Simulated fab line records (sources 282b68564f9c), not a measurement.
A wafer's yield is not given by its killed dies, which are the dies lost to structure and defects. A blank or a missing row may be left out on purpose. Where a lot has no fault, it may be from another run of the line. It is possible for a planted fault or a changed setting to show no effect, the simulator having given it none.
Tool commonality check    flow rit cmos    14 lots, 42 wafers sampled

THE REASON FOR OPENING IT
At RIT_PSD_TW_MEAS_10 the reading PSD_TW is flagged on 2 of 14 lots. No-fault wafers: 3444, standard deviation 27.
Rule: a lot is flagged when every wafer of it that has a number lies more than 4 standard deviations from that mean, or none has a number. The rest of the lots are taken to be sound.

lot   measured     on             PSD_TW, wafer by wafer  flag
L716  day 3 09:10  film metro-01  3478 3488 3466          
L717  day 3 10:12  film metro-01  3484 3477 3486          
L718  day 3 22:47  film metro-03  3441 3439 3435          
L720  day 4 09:02  film metro-03  3436 3432 3450          
L721  day 4 15:03  film metro-04  3436 3392 3431          
L722  day 4 22:01  film metro-03  3431 3417 3455          
L724  day 4 23:50  film metro-03  3440 3453 3451          
L723  day 5 00:21  film metro-03  3404 3410 3408          
L726  day 5 09:17  film metro-01  3480 3458 3455          
L728  day 5 17:55  film metro-03  3304 3313 3299          FLAGGED
L730  day 6 01:53  film metro-01  3466 3481 3496          
L732  day 6 12:20  film metro-03  3324 3298 3299          FLAGGED
L736  day 7 10:58  film metro-01  3476 3485 3452          
L737  day 7 14:11  film metro-04  3384 3412 3405          
The mean of the flagged lots' numbers is 3306, -138 from the usual (-5 standard deviations).

WHICH TOOL EACH LOT WENT THROUGH
The record keeps 1 process step preceding the reading, out of 202 steps on the route. Each cell gives the tool, then ch followed by the chambers the sampled wafers passed through, then the start.
lot   flag     RIT_PSD_IMPLANT_08
L716           implanter-02 ch 0, day 3 08:52
L717           implanter-04 ch 0, day 3 09:52
L718           implanter-03 ch 0, day 3 22:28
L720           implanter-04 ch 0, day 4 08:42
L721           implanter-02 ch 0, day 4 14:44
L722           implanter-03 ch 0, day 4 21:43
L724           implanter-02 ch 0, day 4 23:31
L723           implanter-04 ch 0, day 5 00:01
L726           implanter-02 ch 0, day 5 09:00
L728  FLAGGED  implanter-02 ch 0, day 5 17:36
L730           implanter-03 ch 0, day 6 01:35
L732  FLAGGED  implanter-02 ch 0, day 6 12:01
L736           implanter-04 ch 0, day 7 10:38
L737           implanter-03 ch 0, day 7 13:52
What the steps here do:
- RIT_PSD_IMPLANT_08
- RIT_PSD_TW_MEAS_10

FLAGGED AGAINST TOTAL, ONE TOOL AT A TIME (gauges that did the reading follow at the end)
step                tool           lots run  flagged  share of the flagged lots  sound lots run after its first flagged lot
RIT_PSD_IMPLANT_08  implanter-02   6         2        all                        0
RIT_PSD_IMPLANT_08  implanter-03   4         0        none                       -
RIT_PSD_IMPLANT_08  implanter-04   4         0        none                       -
RIT_PSD_TW_MEAS_10  film metro-01  5         0        none                       -
RIT_PSD_TW_MEAS_10  film metro-03  7         2        all                        0
RIT_PSD_TW_MEAS_10  film metro-04  2         0        none                       -

WHAT THE TABLE PERMITS
Rows of the table that ran all the flagged lots, 2 in number: implanter-02 at RIT_PSD_IMPLANT_08; film metro-03 at RIT_PSD_TW_MEAS_10.
- implanter-02 at RIT_PSD_IMPLANT_08 ran 6 lots, 2 of them flagged. Last sound lot L726 at day 5 09:00, first flagged lot L728 at day 5 17:36; a fault beginning in between fits. Its own readings (tilt deg) fall more than 4 standard deviations out on all wafers of the flagged lots.
- film metro-03 at RIT_PSD_TW_MEAS_10 ran 7 lots, 2 of them flagged. Last sound lot L723 at day 5 00:21, first flagged lot L728 at day 5 17:55; a fault beginning in between fits.
These 2 tools cannot be told apart by counting lots, since each of them fits a fault that started at some hour. More lots, or a look at what each step does to the wafer, might.

WHAT THE SIMULATOR HAD INSERTED
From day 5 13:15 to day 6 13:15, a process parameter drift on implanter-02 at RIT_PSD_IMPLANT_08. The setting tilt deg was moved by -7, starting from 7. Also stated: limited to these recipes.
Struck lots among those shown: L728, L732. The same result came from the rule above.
